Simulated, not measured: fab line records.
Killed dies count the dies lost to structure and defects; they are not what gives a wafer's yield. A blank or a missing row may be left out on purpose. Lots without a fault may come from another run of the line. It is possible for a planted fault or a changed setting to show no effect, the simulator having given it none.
Split-lot study + flow berkeley cmos170 + 13 wafers read from 3 lots, route of 331 steps

THE SPLIT ITSELF
At UCB170_NWELL_COAT_07 (resist thk 900 nm), the setting resist thk nm was moved away from the recipe's 900 nm on 5 of the 13 wafers read, by -4.2% to +2.8%. For the rest of the wafers, this setting stayed at what the recipe calls for.

FROM THE SPLIT TO THE READING: what the file shows between them, 24 steps
- UCB170_NWELL_IMPLANT_14 (also split here: energy kev)
- UCB170_NWELL_STRIP_15: strips in O2
- UCB170_PWELL_OXIDATION_02: target thk 26.4 nm, ox time 1260 s (also split here: temp c)
- UCB170_PWELL_THK_MEAS_03
- UCB170_PWELL_EXPOSE_10: exposes mask PWELL, target cd 3000 nm (also split here: dose mj)
- UCB170_PWELL_PEB_11
- UCB170_PWELL_DEVELOP_12: develop time 45 s
- UCB170_PWELL_ETCH_14: etches Si3N4 in CH3F/Ar/O2, stops on SiO2, target depth 242 nm, time 151 s
- UCB170_SACOX_OXIDATION_01: target thk 14.4 nm, ox time 2400 s (also split here: ox time s)
- UCB170_SACOX_THK_MEAS_02
- UCB170_NVT_IMPLANT_07 (also split here: energy kev)
- UCB170_NVT_STRIP_08: strips in O2
- UCB170_NVT_TW_MEAS_09
- UCB170_PVT_IMPLANT_07 (also split here: energy kev)
- UCB170_GATE_CVD_04: deposits poly-Si from SiH4, time 1440 s, target thk 214 nm (also split here: temp c)
- UCB170_GATE_THK_MEAS_05
- UCB170_GATE_EXPOSE_09: exposes mask POLY, target cd 350 nm (also split here: dose mj)
- UCB170_GATE_PEB_10
- UCB170_GATE_DEVELOP_11: develop time 45 s
- UCB170_GATE_CD_MEAS_12: target cd 350 nm
- UCB170_GATE_ETCH_14: etches BARC in N2/H2
- UCB170_GATE_ETCH_15: etches poly-Si in HBr/Cl2, stops on SiO2, time 56.3 s, target depth 278.2 nm
- UCB170_GATE_STRIP_16: strips in O2
- UCB170_GATE_CD_MEAS_90: target cd 350 nm

THE READING
The simulator's own value etest.npoly line.width nm, read by no gauge, in nm at UCB170_M3_PROBE_99. There is no usual value for it anywhere in the file. Average 325.4 nm, standard deviation 4.9 nm, over the 8 wafers here run with the recipe.

| wafer  | tool, chamber at the split | resist thk nm as run, nm | against the recipe | etest.npoly line.width nm, nm | against lot-mates on the recipe |
|--------|----------------------------|--------------------------|--------------------|-------------------------------|---------------------------------|
| L075.2 | litho track-02, 0          | 900                      | recipe             | 322.3                         | -                               |
| L075.3 | litho track-02, 0          | 900                      | recipe             | 319.1                         | -                               |
| L075.4 | litho track-02, 0          | 924.9                    | +2.8%              | 321.5                         | +0.8                            |
| L075.5 | litho track-02, 0          | 924.9                    | +2.8%              | 324.2                         | +3.5                            |
| L075.6 | litho track-02, 0          | 924.9                    | +2.8%              | 325.2                         | +4.5                            |
| L079.2 | litho track-01, 0          | 900                      | recipe             | 322.3                         | -                               |
| L079.3 | litho track-01, 0          | 900                      | recipe             | 322.4                         | -                               |
| L079.5 | litho track-01, 0          | 900                      | recipe             | 322.2                         | -                               |
| L084.1 | litho track-02, 0          | 900                      | recipe             | 331                           | -                               |
| L084.2 | litho track-02, 0          | 861.9                    | -4.2%              | 325.8                         | -5.8                            |
| L084.3 | litho track-02, 0          | 861.9                    | -4.2%              | 324.1                         | -7.5                            |
| L084.4 | litho track-02, 0          | 900                      | recipe             | 332.4                         | -                               |
| L084.5 | litho track-02, 0          | 900                      | recipe             | 331.5                         | -                               |

FIT RESULTS
A straight line over all 13 wafers: etest.npoly line.width nm changes by -0.186 nm for each +1% of resist thk nm; r = -0.10; the points scatter about the line by 4.4 nm.
The same after taking each lot's own level away (the mean of its wafers on the recipe; 13 wafers): +1.38 nm for each +1%; r = +0.93; scatter 1.3 nm.
That fit puts the effect of the largest move of resist thk nm on the reading at 5.8 nm.
The span of the lots' own levels, 320.70 to 331.63 nm, comes to 2.2 times the standard deviation stated above.
So the lot-to-lot level blurs the effect unless lot-mates are compared.
Check: with one of the wafers moved furthest among these (-4.2%) left out of the fit, the line predicts -6.35 nm for it against its lot-mates. It came out at -5.83 nm against them.

THE OTHER SPLITS THESE WAFERS WENT THROUGH
Before the reading, these wafers also passed through other splits. Each is held against what the fit with the lots' levels taken away leaves over:
| other split on the same wafers      | wafers away from the commonest value | r with etest.npoly line.width nm (lot level and that fit taken away) |
|-------------------------------------|--------------------------------------|----------------------------------------------------------------------|
| UCB170_NWELL_IMPLANT_14 energy kev  | 6                                    | +0.40                                                                |
| UCB170_PWELL_OXIDATION_02 temp c    | 8                                    | +0.08                                                                |
| UCB170_PWELL_EXPOSE_10 dose mj      | 2                                    | -0.22                                                                |
| UCB170_SACOX_OXIDATION_01 ox time s | 8                                    | +0.17                                                                |
| UCB170_NVT_IMPLANT_07 energy kev    | 2                                    | -0.49                                                                |
| UCB170_PVT_IMPLANT_07 energy kev    | 2                                    | -0.04                                                                |
| UCB170_GATE_CVD_04 temp c           | 5                                    | -0.13                                                                |
| UCB170_GATE_EXPOSE_09 dose mj       | 5                                    | -0.26                                                                |

THE WHOLE CHAIN: every reading that the file lists as answering this split, in the file's order
| step                  | what it does      | reading                                                                      | change (the file's fit)              | r (the file's) |
|-----------------------|-------------------|------------------------------------------------------------------------------|--------------------------------------|----------------|
| UCB170_NWELL_COAT_07  | resist thk 900 nm | KrF_of_NWELL_COAT_07.thk nm (the simulator's own value, which no gauge read) | +8.66 nm for each +1% of the setting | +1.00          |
| UCB170_NWELL_STRIP_15 | strips in O2      | strip time to endpoint s                                                     | withheld for each +1% of the setting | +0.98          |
| UCB170_M3_PROBE_99    |                   | etest.npoly line.width nm (the simulator's own value, which no gauge read)   | +1.43 nm for each +1% of the setting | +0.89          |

FILE'S OWN FIT
etest.npoly line.width nm changes by +1.43 nm for each +1% of resist thk nm, r = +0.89.
